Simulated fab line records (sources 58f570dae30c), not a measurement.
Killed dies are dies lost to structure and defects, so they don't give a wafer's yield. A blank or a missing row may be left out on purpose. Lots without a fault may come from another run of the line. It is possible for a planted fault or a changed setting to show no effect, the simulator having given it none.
8D (eight disciplines) problem report, filled in by code ; flow berkeley cmos170 ; the parts of the form that need people (team, actions taken, sign-off) are left out

== 1. WHAT IS WRONG ==
NWELL_TW at UCB170_NWELL_TW_MEAS_16 reads a mean of 1125 on 6 wafers of 2 lots; wafers without a fault read 1249 with a standard deviation of 5.9. Measured from the usual mean, that is -21 standard deviations.
First observed at day 6 05:01: wafer L733.1, on film metro-02. The record has a number at this step for 42 wafers belonging to 14 lots. The rule behind "out" and "out of limits": a value lying over 4 standard deviations away from the usual mean. The other wafers with a number count as sound.

== 2. WHAT IT IS; WHAT IT IS NOT ==
question;is;is not
which readings at this step;NWELL_TW;-
which lots;L733, L736;L716, L717, L718, L719, L721, L722, L723, L725, L726, L727, L728, L729
which wafers of those lots;all that have a number;-
read on which gauges;film metro-02;film metro-01, film metro-04
when;from day 6 05:01;up to then (36 sound wafers)

== 3. SUSPECTS, AND WHAT RULES EACH OUT ==
Counting: a tool at any process step up to the reading remains a suspect when it ran all the lots that are out and ran no sound lot after the first of those.
- ruled out: the gauge at UCB170_NWELL_TW_MEAS_16. All the wafers that are out were read on film metro-02, but those of them that UCB170_NWELL_IMPLANT_14 has rows for are out there too, on other tools.
- implanter-03 at UCB170_NWELL_IMPLANT_14: kept. Every lot that is out went through it, starting with L733 (day 6 04:46), and after that it ran no sound lot; the last sound lot it ran before then is L729 (day 4 22:37). On those wafers its own readings are out: dose ions cm2, faraday current uA.
Left after counting: implanter-03 at UCB170_NWELL_IMPLANT_14.

== 4. THE CAUSE (what the simulator had put in) ==
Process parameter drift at UCB170_NWELL_IMPLANT_14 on implanter-03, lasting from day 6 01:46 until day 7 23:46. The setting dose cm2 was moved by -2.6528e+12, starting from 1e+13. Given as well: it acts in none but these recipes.
This tool alone remained once counting was done.

== 5. THE EFFECT CHAIN, in route order ==
Each row: a reading where the mean over the struck wafers with a number is more than 3 standard deviations away from the usual. Only readings whose record carries a usual standard deviation are examined. hours: median over the lots of the time between each lot's start at the first step of this table that gives one and its start at this step. sigmas: the change, counted in usual standard deviations.
hours;step;reading;usual;on struck wafers;change;sigmas
0;UCB170_NWELL_IMPLANT_14;dose ions cm2;1e+13;7e+12;-3e+12;-99 or more
0;UCB170_NWELL_IMPLANT_14;faraday current uA;31.7;23.1;-8.6;-13
0;UCB170_NWELL_TW_MEAS_16;NWELL_TW;1249;1125;-124;-21
Its process steps:
- UCB170_NWELL_IMPLANT_14
Later steps that measure or inspect, where all struck wafers having a row at the step show a number for every such reading and not one has moved that far: UCB170_NVT_OVL_MEAS_06.

== 6. WHAT WOULD HAVE CAUGHT IT SOONER ==
The first out-of-limits reading at a measuring or inspecting step in this record came at day 6 05:01, 3 hours after the fault's start at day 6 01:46.
The tool's own readings at UCB170_NWELL_IMPLANT_14 were out on every struck wafer that the step has a row for (dose ions cm2, faraday current uA): an alarm limit on them would have fired on the first of those.
Of the lots that are out (2), L736 began UCB170_NWELL_IMPLANT_14 on implanter-03 after day 6 05:01. Putting the tool on hold at that point would have spared it.
